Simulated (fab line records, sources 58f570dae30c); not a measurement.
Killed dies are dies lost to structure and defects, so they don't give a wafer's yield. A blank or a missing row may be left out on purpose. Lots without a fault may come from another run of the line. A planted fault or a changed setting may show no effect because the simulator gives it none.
Which tool did it? | flow berkeley_cmos170 | 7 lots, 21 wafers sampled, at 2 steps of a route of 331

WHAT THE GAUGES READ, wafer by wafer
UCB170_GATE_THK_MEAS_02.
lot  | measured     | on            | GATE_OXIDE_THK (nm)
L896 | day 7 15:31  | film_metro-02 | 6.53 6.59 6.58
L899 | day 8 10:13  | film_metro-02 | 6.53 6.46 6.41
L901 | day 8 10:08  | film_metro-04 | 6.58 6.49 6.44
L905 | day 8 17:41  | film_metro-02 | 5.76 5.81 5.88
L910 | day 9 17:37  | film_metro-04 | 6.68 6.61 6.56
L913 | day 10 18:46 | film_metro-03 | 6.66 6.46 6.56
L918 | day 11 13:22 | film_metro-02 | 6.64 6.58 6.64

WHICH TOOL RAN EACH LOT (tool, then ch and the chambers of the sampled wafers, then the start)
lot  | UCB170_GATE_OXIDATION_01
L896 | furnace-02 ch 0, day 7 13:59
L899 | furnace-02 ch 0, day 8 08:38
L901 | furnace-02 ch 0, day 8 08:38
L905 | furnace-02 ch 0, day 8 16:10
L910 | furnace-01 ch 0, day 9 16:02
L913 | furnace-04 ch 0, day 10 17:14
L918 | furnace-01 ch 0, day 11 11:52
- UCB170_GATE_OXIDATION_01: target thk 6.6 nm, ox time 1800 s.

THE ANSWER, worked out from the rows above alone
Rule: what is usual is taken from the lots themselves. Put in order of their means at a reading, lots are off if they are a third of the lots or fewer, leave a main group of 4 or more, and stand apart from it by a gap of 3 or more times the standard deviation of the main group's means; of several such gaps the widest counts. A main group whose means are all the same, to the digits that the tables above print for the reading, isn't used. A lot without any number at a reading at which 4 lots or more have one is off too. The other lots that the step has rows for count as sound.
Off: L905, at UCB170_GATE_THK_MEAS_02 (GATE_OXIDE_THK). The main group: mean 6.56 nm, standard deviation 0.056.
A tool fits if, at a process step before that reading, it ran every lot that is off, and no sound lot after the first of them. The gauges at UCB170_GATE_THK_MEAS_02 are tried like those tools. One fits: furnace-02 at UCB170_GATE_OXIDATION_01. Its last sound lot is L899 (day 8 08:38), its first lot that is off L905 (day 8 16:10): a fault that began between those two fits.

WHAT THE SIMULATOR HAD PUT IN
Process parameter drift: furnace-02, from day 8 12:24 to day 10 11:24, at UCB170_GATE_OXIDATION_01. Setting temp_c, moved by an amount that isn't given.
Lots struck among those shown: L905. The rule above found the same.
